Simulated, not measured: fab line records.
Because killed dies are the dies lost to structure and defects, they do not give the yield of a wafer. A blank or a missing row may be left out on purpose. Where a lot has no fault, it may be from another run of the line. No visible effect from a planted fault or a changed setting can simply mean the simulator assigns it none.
2 desks, one fault || flow berkeley_cmos170 || each desk holds nothing but its own numbers, with what lay behind them at the end

== THE METROLOGY DESK ==
What the gauges read, lot by lot, whatever tool the lot ran on: means of the sampled wafers that have a number. Any lot whose mean is over 4 standard deviations away from the usual mean is out of limits and marked OUT; that distance is given in the brackets.
Columns: A = FIELD_OXIDE_LEFT_1_THK at UCB170_FIELD_THK_MEAS_90, usual 446 nm; B = PSD_TW at UCB170_PSD_TW_MEAS_10, usual 2346; C = NSD_TW at UCB170_NSD_TW_MEAS_10, usual 4223; D = PSD_RS at UCB170_SDANNEAL_RS_MEAS_02, usual 75.50 ohm/sq
{"lot": "L241", "first seen here": "day 4 18:40", "A": 423, "B": 2348, "C": 4211, "D": 75.08}
{"lot": "L243", "first seen here": "day 5 16:59", "A": 452, "B": 2336, "C": 4219, "D": 75.70}
{"lot": "L244", "first seen here": "day 6 02:54", "A": 435, "B": 2348, "C": 4230, "D": 75.64}
{"lot": "L246", "first seen here": "day 6 06:55", "A": 461, "B": 2328, "C": 4252, "D": 75.67}
{"lot": "L245", "first seen here": "day 6 06:55", "A": 459, "B": 2339, "C": 4202, "D": 75.16}
{"lot": "L247", "first seen here": "day 6 11:07", "A": 450, "B": 2341, "C": 4230, "D": 75.71}
{"lot": "L249", "first seen here": "day 6 19:47", "A": 448, "B": 2346, "C": 4215, "D": 75.28}
{"lot": "L252", "first seen here": "day 7 10:59", "A": 431, "B": 2358, "C": 4188, "D": 75.23}
{"lot": "L254", "first seen here": "day 8 03:08", "A": 456, "B": "2254 (-6.6) OUT", "C": 4242, "D": "77.56 (+7.1) OUT"}
{"lot": "L255", "first seen here": "day 8 03:08", "A": 437, "B": "2231 (-8.2) OUT", "C": 4243, "D": "78.24 (+9.5) OUT"}
{"lot": "L256", "first seen here": "day 8 03:08", "A": 454, "B": "2254 (-6.6) OUT", "C": 4202, "D": "77.82 (+8.0) OUT"}
{"lot": "L259", "first seen here": "day 8 18:25", "A": 436, "B": 2319, "C": 4249, "D": 75.63}
{"lot": "L261", "first seen here": "day 8 18:29", "A": 439, "B": 2324, "C": 4244, "D": 75.13}
{"lot": "L260", "first seen here": "day 8 18:44", "A": 439, "B": 2367, "C": 4270, "D": 75.74}
{"lot": "L263", "first seen here": "day 9 12:34", "A": 450, "B": 2349, "C": 4203, "D": 75.39}
This desk's finding: out of limits on L254, L255, L256; first on L254, day 9 18:39 (PSD_TW at UCB170_PSD_TW_MEAS_10). Within limits: L241, L243, L244, L246, L245, L247, L249, L252, L259, L261, L260, L263.

== DESK OF THE TOOL OWNER: implanter-04 ==
UCB170_PSD_IMPLANT_08, tool's own readings: per-lot mean of the sampled wafers with a number, covering each lot this tool ran. Any lot whose mean is over 4 standard deviations away from the usual mean is out of limits and marked OUT; that distance is given in the brackets.
Columns: A = beam_energy_keV at UCB170_PSD_IMPLANT_08, usual 20.000
{"lot": "L245", "first seen here": "day 7 21:56", "A": 19.999}
{"lot": "L249", "first seen here": "day 8 14:43", "A": 20.002}
{"lot": "L254", "first seen here": "day 9 18:24", "A": "16.397 (-99 or more) OUT"}
{"lot": "L256", "first seen here": "day 9 18:33", "A": "16.396 (-99 or more) OUT"}
{"lot": "L255", "first seen here": "day 9 18:51", "A": "16.406 (-99 or more) OUT"}
This desk's finding: out of limits on L254, L255, L256; first on L254, day 9 18:24 (beam_energy_keV at UCB170_PSD_IMPLANT_08). Within limits: L245, L249.

== TAKEN TOGETHER ==
On L254, L255, L256, at day 9 18:24, an alarm was possible from the tool owner's desk.
An alarm was possible from the metrology desk at day 9 18:39, on L254, L255, L256.
The lots listed all ran UCB170_PSD_IMPLANT_08 on implanter-04.

== WHAT WAS PUT IN BY THE SIMULATOR ==
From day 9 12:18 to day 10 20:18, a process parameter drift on implanter-04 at UCB170_PSD_IMPLANT_08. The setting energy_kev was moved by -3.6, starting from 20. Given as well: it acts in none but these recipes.
Shown lots that were struck: L254, L255, L256.
Counting hours from when the fault started, the first reading out of limits came at 6 for the tool owner's desk and at 6 for the metrology desk.
